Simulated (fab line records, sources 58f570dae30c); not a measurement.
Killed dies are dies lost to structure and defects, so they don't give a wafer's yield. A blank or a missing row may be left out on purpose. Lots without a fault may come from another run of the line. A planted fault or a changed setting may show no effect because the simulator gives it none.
Which tool did it? | flow berkeley_cmos170 | 7 lots, 21 wafers sampled, at 4 steps of a route of 331

WHAT THE GAUGES READ, wafer by wafer
UCB170_PWELL_THK_MEAS_03.
lot  | measured    | on            | PWELL_OXIDE_THK (nm)
L815 | day 3 13:29 | film_metro-01 | 26.6 27.0 26.1
L816 | day 3 23:39 | film_metro-02 | 26.2 26.1 25.6
L823 | day 5 09:23 | film_metro-01 | 25.4 25.5 25.6
L824 | day 5 09:26 | film_metro-03 | 25.7 25.4 25.6
L831 | day 6 13:44 | film_metro-03 | 27.0 27.0 26.8
L833 | day 6 21:15 | film_metro-03 | 26.0 26.5 26.2
L836 | day 7 18:47 | film_metro-02 | 26.4 26.5 26.4

WHICH TOOL RAN EACH LOT (tool, then ch and the chambers of the sampled wafers, then the start)
lot  | UCB170_NWELL_COAT_07             | UCB170_NWELL_ETCH_13              | UCB170_NWELL_STRIP_15
L815 | litho_track-04 ch 0, day 2 21:40 | rie_diel-04 ch 1,3, day 2 22:45   | plasma_asher-04 ch 0,1, day 2 23:01
L816 | litho_track-01 ch 0, day 3 06:26 | rie_diel-01 ch 0,1,2, day 3 07:46 | plasma_asher-04 ch 0,1, day 3 08:01
L823 | litho_track-04 ch 0, day 4 18:48 | rie_diel-02 ch 0,1,3, day 4 20:16 | plasma_asher-04 ch 0,1, day 4 20:31
L824 | litho_track-04 ch 0, day 4 23:15 | rie_diel-04 ch 0,1,3, day 5 00:26 | plasma_asher-03 ch 0,1, day 5 00:41
L831 | litho_track-03 ch 0, day 5 22:08 | rie_diel-02 ch 1,3, day 6 00:07   | plasma_asher-04 ch 0,1, day 6 00:22
L833 | litho_track-03 ch 0, day 6 09:35 | rie_diel-04 ch 1,2,3, day 6 10:20 | plasma_asher-04 ch 0,1, day 6 10:35
L836 | litho_track-04 ch 0, day 7 07:02 | rie_diel-01 ch 1,3, day 7 08:50   | plasma_asher-02 ch 0,1, day 7 09:05
- UCB170_NWELL_COAT_07: resist thk 900 nm.
- UCB170_NWELL_ETCH_13: etches Si3N4 in CH3F/Ar/O2, stops on SiO2, target depth 246.4 nm, time 154 s.
- UCB170_NWELL_STRIP_15: strips in O2.

THE ANSWER, worked out from the rows above alone
Rule: what is usual is taken from the lots themselves. Put in order of their means at a reading, lots are off if they are a third of the lots or fewer, leave a main group of 4 or more, and stand apart from it by a gap of 3 or more times the standard deviation of the main group's means; of several such gaps the widest counts. A main group whose means are all the same, to the digits that the tables above print for the reading, isn't used. A lot without any number at a reading at which 4 lots or more have one is off too. The other lots that the step has rows for count as sound.
No lot is off at any reading shown: from this, nothing can be told.

WHAT THE SIMULATOR HAD PUT IN
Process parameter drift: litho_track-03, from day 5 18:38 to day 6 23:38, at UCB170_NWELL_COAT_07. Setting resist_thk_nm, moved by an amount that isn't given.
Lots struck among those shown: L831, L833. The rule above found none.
